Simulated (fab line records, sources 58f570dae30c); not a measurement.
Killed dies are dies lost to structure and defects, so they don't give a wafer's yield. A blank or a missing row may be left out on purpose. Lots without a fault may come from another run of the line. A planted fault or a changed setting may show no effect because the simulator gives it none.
fab line records | flow berkeley_cmos170
record lots=14 wafers=42 last_day=11
route steps=331 shown NSD@197 CONTACT@234 V1@269 M2@286
lots that met no fault: from a run of the same line without faults
start_h: hours from the record's first day to the start of the lot's first wafer shown | wait_h: hours since the lot's step before | " the same as in the row above | L1.1+2: a row that stands for several wafers | - no value, or no start given | * or withheld: withheld | < > ~ a bound
route shown NAME@n: a module of which the file shows steps, and the number in the route of the first | usual: mean/standard deviation of fault-free wafers | same: alike in all rows | chamber/n: place in a boat | sites: the reading at each site | _std_site: their standard deviation | _edge_site: outer sites' mean less inner sites' | radius_mm: how far each site lies from the wafer's centre | mask NAME#n: copy n | behind: the tool/chamber that last shaped the wafer | hold: why the lot was held/for how many hours/how that ended | device: the transistor (n, p or np) that didn't switch | end of line: the same wafers' tests at the end of the route | a step without rows: its recipe alone | killed: dies lost to structure and defects at the first sort, not the wafer's yield | map: a wafer's dies, x killed, . not, _ none there
set.NAME: the setting as run; set.NAME@STEP: as run at that earlier step | model.NAME: the simulator's own value behind a step, which no gauge read
steps of the route over a sample of lots; a table a step, a row a wafer
services: from which hour (start_h, from the record's first day; less than 0 if before it) a tool's chamber was out of use, for how many hours, and why
## steps
# step UCB170_NSD_TW_MEAS_10
# usual NSD_TW=4217/25
# columns lot.wafer tool chamber start_h wait_h NSD_TW
L403.1 film_metro-03 - 136.04 0.1 4216
L403.2 " - " " 4228
L403.3 " - " " 4198
L404.2 film_metro-03 - 140.91 0.1 4211
L404.4 " - " " 4203
L404.6 " - " " 4198
L405.1 film_metro-01 - 141.14 0.1 4205
L405.3 " - " " 4219
L405.4 " - " " 4192
L409.4 film_metro-02 - 163.84 0.1 4213
L409.5 " - " " 4227
L409.6 " - " " 4232
L410.1 film_metro-02 - 170.02 0.1 4204
L410.4 " - " " 4235
L410.5 " - " " 4222
L408.1 film_metro-02 - 170.29 0.1 4238
L408.4 " - " " 4202
L408.5 " - " " 4225
L413.1 film_metro-03 - 193.36 0.1 4228
L413.4 " - " " 4198
L413.5 " - " " 4181
L414.2 film_metro-01 - 193.82 0.1 4200
L414.5 " - " " 4231
L414.6 " - " " 4230
L416.2 film_metro-01 - 200.18 0.1 4205
L416.4 " - " " 4196
L416.6 " - " " 4197
L417.1 film_metro-01 - 215.29 0.1 4202
L417.2 " - " " 4210
L417.6 " - " " 4193
L422.1 film_metro-03 - 234.03 0.1 4201
L422.4 " - " " 4170
L422.6 " - " " 4166
L423.3 film_metro-02 - 234.32 0.1 4272
L423.5 " - " " 4287
L423.6 " - " " 4261
L425.2 film_metro-02 - 243.73 0.1 4220
L425.3 " - " " 4209
L425.4 " - " " 4235
L424.1 film_metro-03 - 244.18 0.1 4253
L424.4 " - " " 4233
L424.6 " - " " 4268
# step UCB170_CONTACT_ETCH_18
# recipe chemistry=CHF3/CF4/Ar target=PSG stop_on=TiSi2 CHF3_flow_sccm=45 cf4_flow_sccm=15 Ar_flow_sccm=150 pressure_mtorr=200 rf_w=700 target_depth_a=8400 over_etch_frac=0.2 time_s=195
# usual CHF3_flow_sccm=45.01/0.14 drypump_motor_current_A=5.7/0.35 oes_product_au=0.898/0.012 throttle_valve_pct=6.92/0.12
# columns lot.wafer tool chamber start_h wait_h CHF3_flow_sccm drypump_motor_current_A oes_product_au rf_hours_counter_h throttle_valve_pct
L403.1 rie_diel-02 0 - - 45.06 5.9 0.897 1 6.94
L403.2 " 1 " " 44.84 5.1 0.904 53 6.92
L403.3 " 3 " " 44.85 5.7 0.892 5 7.00
L404.2 rie_diel-04 2 - - 45.10 5.8 0.868 123 7.04
L404.4 " 1 " " 45.22 5.3 0.887 27 6.72
L404.6 " 2 " " 45.13 5.8 0.875 - 7.04
L405.1 rie_diel-03 0 - - 45.00 5.8 0.892 18 6.80
L405.3 " 3 " " 45.22 5.7 0.905 127 7.12
L405.4 " 2 " " 44.96 5.9 0.891 9 6.82
L409.4 rie_diel-03 0 - - 44.79 5.7 0.894 18 6.78
L409.5 " 1 " " 45.18 6.2 0.904 - 6.92
L409.6 " 0 " " 44.97 5.7 0.894 - 6.79
L410.1 rie_diel-04 3 - - 45.04 6.0 0.898 139 6.89
L410.4 " 2 " " 44.82 5.8 0.881 - 7.05
L410.5 " 1 " " 45.07 5.2 0.891 - 6.69
L408.1 rie_diel-03 0 - - 45.10 5.7 0.895 19 6.79
L408.4 " 1 " " 45.05 6.2 0.899 148 6.93
L408.5 " 1 " " 45.17 6.2 0.904 - 6.91
L413.1 rie_diel-04 2 - - 44.98 5.9 0.882 126 7.05
L413.4 " 1 " " 45.10 5.2 0.904 - 6.71
L413.5 " 2 " " 45.06 5.8 0.888 - 7.07
L414.2 rie_diel-03 2 - - 45.15 5.9 0.891 11 6.82
L414.5 " 3 " " 45.02 5.7 0.900 - 7.13
L414.6 " 0 " " 44.78 5.7 0.899 - 6.80
L416.2 rie_diel-02 0 - - 44.80 5.9 0.903 4 6.93
L416.4 " 3 " " 44.95 5.7 0.887 8 7.00
L416.6 " 1 " " 44.96 5.1 0.895 - 6.92
L417.1 rie_diel-02 1 - - 45.13 5.1 0.891 57 6.92
L417.2 " 3 " " 44.85 5.7 0.885 9 7.01
L417.6 " 1 " " 45.12 5.1 0.890 - 6.94
L423.3 rie_diel-04 1 - - 45.03 5.2 0.886 33 6.71
L423.5 " 1 " " 45.01 5.2 0.892 - 6.71
L423.6 " 2 " " 45.15 5.9 0.874 - 7.06
L422.1 rie_diel-02 0 - - 45.09 5.8 0.899 6 6.94
L422.4 " 3 " " 44.79 5.7 0.897 10 7.01
L422.6 " 1 " " 45.10 5.1 0.894 - 6.92
L425.2 rie_diel-02 1 - - 44.58 5.1 0.899 58 6.93
L425.3 " 0 " " 45.27 5.9 0.914 6 6.94
L425.4 " 2 " " 44.85 5.3 0.920 36 7.02
L424.1 rie_diel-03 1 - - 44.87 6.2 0.932 2 6.93
L424.4 " 3 " " 44.88 5.8 0.907 131 7.14
L424.6 " 1 " " 45.08 6.2 0.918 - 6.93
# step UCB170_V1_STRIP_15
# recipe chemistry=O2 power_w=400 pressure_mtorr=3500 platen_temp_c=withheld o2_flow_sccm=400 overash_fraction=0.5
# usual chamber_pressure_mTorr=3500/3.4 drypump_motor_current_A=5.4/0.31 oes_product_au=0.721/0.0047 strip_time_to_endpoint_s=15.36/0.12
# columns lot.wafer tool chamber start_h wait_h chamber_pressure_mTorr drypump_motor_current_A oes_product_au rf_hours_counter_h strip_time_to_endpoint_s
L403.1 plasma_asher-04 1 151.05 0.1 3502 5.5 0.728 39 15.34
L403.2 " 0 " " 3499 4.7 0.719 39 15.20
L403.3 " 0 " " 3497 4.7 0.732 - 15.39
L404.2 plasma_asher-03 0 157.05 0.1 3500 5.4 0.723 45 15.48
L404.4 " 1 " " 3498 5.3 0.717 - 15.21
L404.6 " 0 " " 3503 5.4 0.728 - 15.12
L405.1 plasma_asher-01 1 157.17 0.1 3503 5.9 0.725 4 15.36
L405.3 " 0 " " 3492 5.3 0.715 - 15.43
L405.4 " 1 " " 3500 5.9 0.717 - 15.49
L409.4 plasma_asher-04 1 181.27 0.1 3501 5.5 0.719 - 15.29
L409.5 " 1 " " 3497 5.5 0.720 - 15.35
L409.6 " 0 " " 3497 4.7 0.721 - 15.14
L408.1 plasma_asher-03 0 189.09 0.1 3498 5.4 0.719 48 15.45
L408.4 " 0 " " 3496 5.4 0.723 - 15.23
L408.5 " 1 " " 3502 5.3 0.727 - 15.35
L410.1 plasma_asher-01 1 189.36 0.1 3504 5.9 0.735 7 15.23
L410.4 " 0 " " 3500 5.3 0.725 - 15.30
L410.5 " 0 " " 3499 5.2 0.720 - 15.40
L414.2 plasma_asher-03 1 210.40 0.1 3498 5.2 0.720 50 15.22
L414.5 " 0 " " 3503 5.4 0.723 - 15.49
L414.6 " 1 " " 3497 5.3 0.718 - 15.23
L413.1 plasma_asher-03 0 210.67 0.1 3506 5.4 0.716 50 15.38
L413.4 " 1 " " 3498 5.2 0.721 - 15.56
L413.5 " 0 " " 3496 5.4 0.719 - 15.57
L416.2 plasma_asher-03 1 220.99 0.1 - - - - -
L416.4 " 0 " " - - - - -
L416.6 " 1 " " - - - - -
L417.1 plasma_asher-04 0 229.24 0.1 - - - - -
L417.2 " 1 " " - - - - -
L417.6 " 1 " " - - - - -
L423.3 plasma_asher-04 0 251.11 0.1 3504 4.7 0.722 - 15.23
L423.5 " 0 " " 3496 4.7 0.723 - 15.30
L423.6 " 1 " " 3494 5.5 0.714 - 15.42
L422.1 plasma_asher-03 1 251.62 0.1 3494 5.3 0.722 55 15.40
L422.4 " 0 " " 3497 5.4 0.721 - 15.44
L422.6 " 1 " " 3493 5.3 0.727 - 15.36
L425.2 plasma_asher-04 0 259.55 0.1 3501 4.7 0.724 51 15.42
L425.3 " 0 " " 3497 4.7 0.717 - 15.37
L425.4 " 1 " " 3506 5.5 0.722 - 15.33
L424.1 plasma_asher-03 0 259.82 0.1 3499 5.4 0.722 56 15.41
L424.4 " 0 " " 3504 5.4 0.725 - 15.36
L424.6 " 0 " " 3501 5.4 0.736 - 15.39
# step UCB170_M2_CD_MEAS_15
# recipe target_cd_nm=700
# usual cd_nm=700.2/1.4
# columns lot.wafer tool chamber start_h wait_h cd_nm
L403.1 cd_sem-01 - 153.43 - 702.0
L403.2 " - " " 700.2
L403.3 " - " " 700.7
L404.2 cd_sem-02 - 159.18 - 701.0
L404.4 " - " " 698.8
L404.6 " - " " 699.9
L405.1 cd_sem-01 - 159.58 - 699.4
L405.3 " - " " 700.8
L405.4 " - " " 700.1
L409.4 cd_sem-01 - 183.81 - 702.3
L409.5 " - " " 701.9
L409.6 " - " " 701.3
L408.1 cd_sem-02 - 192.34 - 703.3
L408.4 " - " " 702.2
L408.5 " - " " 702.7
L410.1 cd_sem-01 - 192.62 - 699.2
L410.4 " - " " 698.9
L410.5 " - " " 699.2
L414.2 cd_sem-01 - 213.18 - 699.8
L414.5 " - " " 699.5
L414.6 " - " " 697.9
L413.1 cd_sem-01 - 213.76 - 701.5
L413.4 " - " " 700.7
L413.5 " - " " 699.7
L423.3 cd_sem-02 - 253.42 - 699.2
L423.5 " - " " 698.8
L423.6 " - " " 699.8
L422.1 cd_sem-01 - 253.90 - 697.8
L422.4 " - " " 698.7
L422.6 " - " " 698.0
L425.2 cd_sem-01 - 262.45 - 700.3
L425.3 " - " " 700.0
L425.4 " - " " 700.1
L424.1 cd_sem-01 - 262.71 - 699.7
L424.4 " - " " 700.8
L424.6 " - " " 699.8
## services
# columns tool chamber start_h hours kind
rie_diel-04 2 126.21 6.0 repair
rie_diel-04 - 140.20 0.2 repair
rie_diel-04 0 155.21 22.6 repair
rie_diel-03 3 163.79 2.7 repair
plasma_asher-01 - 169.14 2.3 repair
rie_diel-02 0 176.48 5.4 repair
rie_diel-02 3 177.74 2.9 repair
rie_diel-04 0 177.81 - clean
rie_diel-04 0 177.81 28.8 scheduled_down
rie_diel-04 0 177.81 28.8 vent_cycle
rie_diel-04 2 193.88 7.4 repair
rie_diel-03 1 194.97 - clean
rie_diel-03 1 194.97 15.1 scheduled_down
rie_diel-03 1 194.97 15.1 vent_cycle
plasma_asher-03 - 199.18 10.5 repair
plasma_asher-04 - 231.83 1.4 repair
rie_diel-04 3 241.76 - clean
rie_diel-04 3 241.76 18.6 scheduled_down
rie_diel-04 3 241.76 18.6 vent_cycle
plasma_asher-03 - 244.97 2.8 pm
rie_diel-02 2 253.33 8.4 repair
## key
first_sign step=UCB170_V1_STRIP_15 reading=tool_record direction=missing
effect none on later readings
met_at UCB170_V1_STRIP_15
struck_lots L416,L417
rows_end L416.2,L416.4,L416.6
later_rows_left_out L417.1,L417.2,L417.6
sort_left_out L417.1,L417.2,L417.6
not_acting_at UCB170_NSD_TW_MEAS_10,UCB170_CONTACT_ETCH_18,UCB170_M2_CD_MEAS_15
onset_between 210.67 220.99
earlier_fault kind=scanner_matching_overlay tool=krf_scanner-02 chamber=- onset_h=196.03 steps=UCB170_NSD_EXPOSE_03 offset=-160
fault kind=skipped_step_whole tool=plasma_asher-03,plasma_asher-04 chamber=- onset_h=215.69 steps=UCB170_V1_STRIP_15 scope=struck_lots_only
# sort_left_out: the simulated sort isn't trusted on such a fault, so these wafers' sort isn't shown, and their yield isn't known
# later_rows_left_out: the simulator's readings of these wafers behind a module that went badly wrong aren't trusted and aren't shown, but for the sort
# rows_end: these wafers met a further fault down the route, and their rows from its step on are left out
